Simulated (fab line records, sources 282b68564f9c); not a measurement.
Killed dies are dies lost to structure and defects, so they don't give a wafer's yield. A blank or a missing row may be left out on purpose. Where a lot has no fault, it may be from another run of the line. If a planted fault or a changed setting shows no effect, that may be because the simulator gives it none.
A lot that was struck, set against a sound lot :: flow ritCmos :: 17 out of 202 route steps
Sound: these wafers, L297.2, L297.5, L297.6. Struck: wafers L300.1, L300.4, L300.5. The cause is given at the end.
Order at every step that has rows: each side's tool, ch and its chambers, its first start. Under that, the readings that differ: sound wafers :: struck wafers :: difference of the means :: sigmas: that difference in standard deviations of wafers without a fault.
alike: same words and numbers on both sides, and readings whose means sit less than 2 such deviations apart. not compared: any withheld reading, any reading some wafer has no value for, any bound like >300 that may hide the same value, and any number with overlapping values for which the record gives no deviation.
The two part at a step that has a row with sigmas, a row that says differs or no value, or rows on one side only. Numbers that don't overlap but have no deviation are shown without sigmas and don't part them. Lack of a reading on every wafer of one side parts them only where that side has two or more wafers.

RIT_NWELL_SOFTBAKE_02: time 61.45 s.
  sound on lithoTrack-01 ch 0, day 3 00:43; struck on lithoTrack-01 ch 0, day 3 18:56
  alike: plateSensorTCentreC, plateSensorTEdgeC
then, 3 steps without rows for these wafers: RIT_NWELL_EXPOSE_03 (exposes mask M2, target cd 43900 nm); RIT_NWELL_PEB_04; RIT_NWELL_DEVELOP_05 (develop time 68 s).
RIT_NWELL_OVL_MEAS_06:
  struck on overlay-01, day 3 19:50; sound on overlay-01, day 3 01:17
  alike: NWELL_OVL
then, 2 steps without rows for these wafers: RIT_NWELL_HARDBAKE_07 (time 120 s); RIT_NWELL_IMPLANT_08.
RIT_NWELL_STRIP_09: strips in O2, time 180 s.
  sound on plasmaAsher-04 ch 0,1, day 3 01:43; struck on plasmaAsher-02 ch 1, day 3 20:17
  alike: drypumpMotorCurrentA
  not compared: rfHoursCounterH
RIT_NWELL_TW_MEAS_10:
  struck on filmMetro-02, day 3 20:27; sound on filmMetro-02, day 3 01:53
  alike: NWELL_TW
then, 3 steps without rows for these wafers: RIT_PWELL_HMDS_00 (prime time 60 s); RIT_PWELL_COAT_01 (resist thk 1300 nm); RIT_PWELL_SOFTBAKE_02 (time 60 s).
RIT_PWELL_EXPOSE_03: exposes mask M3, target cd 43700 nm.
  sound on ilineStepper-01 ch 0, day 3 02:25; struck on ilineStepper-02 ch 0, day 3 20:58
reading: model.PWELL.overlayXNm (nm)
sound: 0.79 0.79 0.79
struck: 4894 4894 4894
difference: +4893
sigmas: 
  alike: mask
then, 2 steps without rows for these wafers: RIT_PWELL_PEB_04; RIT_PWELL_DEVELOP_05 (develop time 68 s).
RIT_PWELL_OVL_MEAS_06:
  struck on overlay-01, day 3 21:35; sound on overlay-01, day 3 02:50
reading: PWELL_OVL (nm)
sound: 2.3 1.8 4.2
struck: - - -
difference: no value on the struck wafers
sigmas: 
  not compared: hold
following that, these wafers have no rows for 1 step: RIT_M1_PROBE_99.

== WHERE THEY PART ==
Within this record, at RIT_PWELL_OVL_MEAS_06 only.

WHY: whatever the simulator had introduced
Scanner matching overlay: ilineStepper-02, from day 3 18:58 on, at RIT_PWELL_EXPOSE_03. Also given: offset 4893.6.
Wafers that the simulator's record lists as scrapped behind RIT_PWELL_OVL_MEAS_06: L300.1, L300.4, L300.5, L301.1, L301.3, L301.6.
